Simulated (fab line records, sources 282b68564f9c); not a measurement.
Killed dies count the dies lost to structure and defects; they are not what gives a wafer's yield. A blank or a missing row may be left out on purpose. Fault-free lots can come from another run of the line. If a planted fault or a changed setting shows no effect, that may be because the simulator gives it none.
2 desks, one fault	flow ritCmos	each desk has only its own numbers; what lay behind them comes last

FROM THE METROLOGY DESK
What the gauges read, lot by lot, whatever tool the lot ran on: means of the sampled wafers that have a number. The brackets show how far a lot's mean lies from the usual mean; more than 4 standard deviations puts the lot out of limits, marked OUT.
Columns: A = ACTIVE_NITRIDE_THK at RIT_ACTIVE_THK_MEAS_04, usual 149.6 nm; B = FOX1_OXIDE_THK at RIT_FOX1_THK_MEAS_01, usual 354 nm; C = FOX2_OXIDE_THK at RIT_FOX2_THK_MEAS_01, usual 351 nm; D = NWELL_RS at RIT_WELLDRIVE_RS_MEAS_01, usual 275.5 ohm/sq; E = PWELL_RS at RIT_WELLDRIVE_RS_MEAS_02, usual 429.4 ohm/sq
lot	first seen here	A	B	C	D	E
L342	day 1 14:23	149.5	358	353	275.5	427.8
L343	day 1 23:47	151.2	350	351	275.3	430.1
L345	day 2 04:32	149.0	362	352	275.8	429.7
L346	day 2 09:32	147.5	350	357	274.4	428.1
L347	day 2 14:32	149.9	354	350	276.0	427.9
L348	day 2 19:33	149.7	351	354	275.8	429.6
L349	day 3 00:56	148.6	345	350	276.0	431.0
L350	day 3 05:32	149.1	352	345	297.3 (+27) OUT	450.8 (+18) OUT
L351	day 3 10:32	148.0	350	335	298.5 (+28) OUT	454.0 (+21) OUT
L352	day 3 15:32	150.8	336	352	275.5	431.0
L353	day 3 21:00	148.5	355	354	275.6	428.7
L354	day 4 01:32	152.3	349	341	283.1 (+9.4) OUT	439.1 (+8.1) OUT
L359	day 5 02:32	149.8	353	348	276.0	430.4
L363	day 5 22:49	149.1	365	346	275.8	428.5
L365	day 6 08:32	151.5	353	355	275.8	428.2
This desk reports L350, L351, L354 out of limits; the earliest was L350 at day 3 20:55 (NWELL_RS at RIT_WELLDRIVE_RS_MEAS_01). L342, L343, L345, L346, L347, L348, L349, L352, L353, L359, L363, L365 stayed within limits.

AT THE TOOL OWNER'S DESK: furnace-02
Per lot that ran on this tool, the mean of the sampled wafers carrying a number, from the tool's own readings at RIT_WELLDRIVE_ANNEAL_00 (time 14700 s). The brackets show how far a lot's mean lies from the usual mean; more than 4 standard deviations puts the lot out of limits, marked OUT.
Columns: A = spikeTcCentreC at RIT_WELLDRIVE_ANNEAL_00, usual 1103.1 C; B = tubeCenterTempC at RIT_WELLDRIVE_ANNEAL_00, usual 1100 C; C = zonePowerCentrePct at RIT_WELLDRIVE_ANNEAL_00, usual 52.9 %
lot	first seen here	A	B	C
L346	day 2 19:40	1103.9	1100	54.4
L348	day 3 04:37	1102.5	1100	54.4
L349	day 3 10:00	1103.6	1100	55.2
L350	day 3 15:49	1068.5 (-31) OUT	1100	36.0 (-8.9) OUT
L351	day 3 20:55	1069.1 (-31) OUT	1100	35.9 (-9.0) OUT
L354	day 4 10:41	1069.4 (-31) OUT	1100	36.0 (-8.9) OUT
Finding of this desk: L350, L351, L354 out of limits; the first was L350 at day 3 15:49, on spikeTcCentreC at RIT_WELLDRIVE_ANNEAL_00. L346, L348, L349 stayed within limits.

PUT TOGETHER
At day 3 15:49, on L350, L351, L354, the tool owner's desk was in a position to raise an alarm.
An alarm was possible from the metrology desk at day 3 20:55, on L350, L351, L354.
RIT_WELLDRIVE_ANNEAL_00 was run on furnace-02 by each of the lots named.

WHAT THE SIMULATOR HAD PUT IN
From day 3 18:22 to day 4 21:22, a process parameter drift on furnace-02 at RIT_WELLDRIVE_ANNEAL_00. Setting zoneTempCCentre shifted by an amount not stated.
Lots struck among those shown: L350, L351, L354.
